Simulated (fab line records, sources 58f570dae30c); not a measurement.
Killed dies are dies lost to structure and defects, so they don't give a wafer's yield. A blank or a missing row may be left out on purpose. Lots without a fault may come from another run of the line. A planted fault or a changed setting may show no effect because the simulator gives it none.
Tool commonality check | flow berkeley_cmos170 | 15 lots, 45 wafers sampled

WHY IT WAS OPENED
At UCB170_SPACER_THK_MEAS_01 the reading SPACER_TEOS_THK is flagged on 3 of 15 lots. Wafers without a fault read 377 nm, standard deviation 4.8.
Rule: a lot is flagged when every wafer of it that has a number lies more than 4 standard deviations from that mean, or none has a number. The other lots count as sound.

lot  | measured     | on            | SPACER_TEOS_THK (nm), wafer by wafer | flag
L647 | day 6 08:47  | film_metro-04 | 377 380 382                          |
L652 | day 6 22:29  | film_metro-04 | 376 378 373                          |
L649 | day 6 22:29  | film_metro-01 | 376 380 379                          |
L650 | day 6 22:50  | film_metro-03 | 418 424 425                          | FLAGGED
L651 | day 7 00:05  | film_metro-04 | 367 370 379                          |
L653 | day 7 09:35  | film_metro-01 | 426 430 432                          | FLAGGED
L655 | day 7 22:47  | film_metro-04 | 418 421 419                          | FLAGGED
L657 | day 8 08:40  | film_metro-01 | 372 375 373                          |
L661 | day 8 23:43  | film_metro-04 | 375 371 377                          |
L662 | day 9 11:55  | film_metro-03 | 377 372 377                          |
L663 | day 9 12:28  | film_metro-01 | 372 377 379                          |
L665 | day 10 11:07 | film_metro-01 | 372 375 374                          |
L666 | day 10 11:23 | film_metro-01 | 375 376 381                          |
L668 | day 10 19:10 | film_metro-01 | 370 382 373                          |
L669 | day 10 19:32 | film_metro-03 | 375 372 382                          |
The numbers of the flagged lots are 424 nm on average: +47 nm against the usual, or +10 standard deviations.

WHICH TOOL RAN EACH LOT
The record holds 1 process step before the reading, out of a route of 331 steps. In each cell: the tool, then ch and the chambers that the sampled wafers went through, then the start.
lot  | flag    | UCB170_SPACER_CVD_00
L647 |         | pecvd-04 ch 0,2, day 6 08:45
L652 |         | pecvd-03 ch 0,1, day 6 22:26
L649 |         | pecvd-04 ch 0,1,2, day 6 22:26
L650 | FLAGGED | pecvd-04 ch 0,1,2, day 6 22:47
L651 |         | pecvd-03 ch 0,1,2, day 7 00:02
L653 | FLAGGED | pecvd-04 ch 0,1, day 7 09:31
L655 | FLAGGED | pecvd-04 ch 1,2, day 7 22:44
L657 |         | pecvd-02 ch 0,2, day 8 08:37
L661 |         | pecvd-02 ch 0,2, day 8 23:40
L662 |         | pecvd-02 ch 0,1,2, day 9 11:52
L663 |         | pecvd-03 ch 0,1, day 9 12:25
L665 |         | pecvd-02 ch 0,2, day 10 11:04
L666 |         | pecvd-03 ch 1,2, day 10 11:20
L668 |         | pecvd-03 ch 0,2, day 10 19:07
L669 |         | pecvd-04 ch 0,1,2, day 10 19:29
What these steps do:
- UCB170_SPACER_CVD_00: deposits SiO2 from TEOS/O2, target thk 376 nm, time 47 s.
- UCB170_SPACER_THK_MEAS_01

FLAGGED OVER TOTAL, TOOL BY TOOL (the gauges that took the reading come last)
step                      | tool          | lots run | flagged | share of the flagged lots | sound lots run after its first flagged lot
UCB170_SPACER_CVD_00      | pecvd-02      | 4        | 0       | none                      | -
UCB170_SPACER_CVD_00      | pecvd-03      | 5        | 0       | none                      | -
UCB170_SPACER_CVD_00      | pecvd-04      | 6        | 3       | all                       | 1 (L669)
UCB170_SPACER_THK_MEAS_01 | film_metro-01 | 7        | 1       | some                      | 5 (L657,L663,L665,L666,L668)
UCB170_SPACER_THK_MEAS_01 | film_metro-03 | 3        | 1       | some                      | 2 (L662,L669)
UCB170_SPACER_THK_MEAS_01 | film_metro-04 | 5        | 1       | some                      | 1 (L661)

WHAT THE TABLE ALLOWS
1 row of the table ran every flagged lot: pecvd-04 at UCB170_SPACER_CVD_00.
- pecvd-04 at UCB170_SPACER_CVD_00: 3 of its 6 lots flagged. Sound lots ran on it after the first flagged one (L669), which a lasting fault on the whole tool wouldn't allow.
No row of the table ran every flagged lot and no sound lot after the first.

WHAT THE SIMULATOR HAD PUT IN
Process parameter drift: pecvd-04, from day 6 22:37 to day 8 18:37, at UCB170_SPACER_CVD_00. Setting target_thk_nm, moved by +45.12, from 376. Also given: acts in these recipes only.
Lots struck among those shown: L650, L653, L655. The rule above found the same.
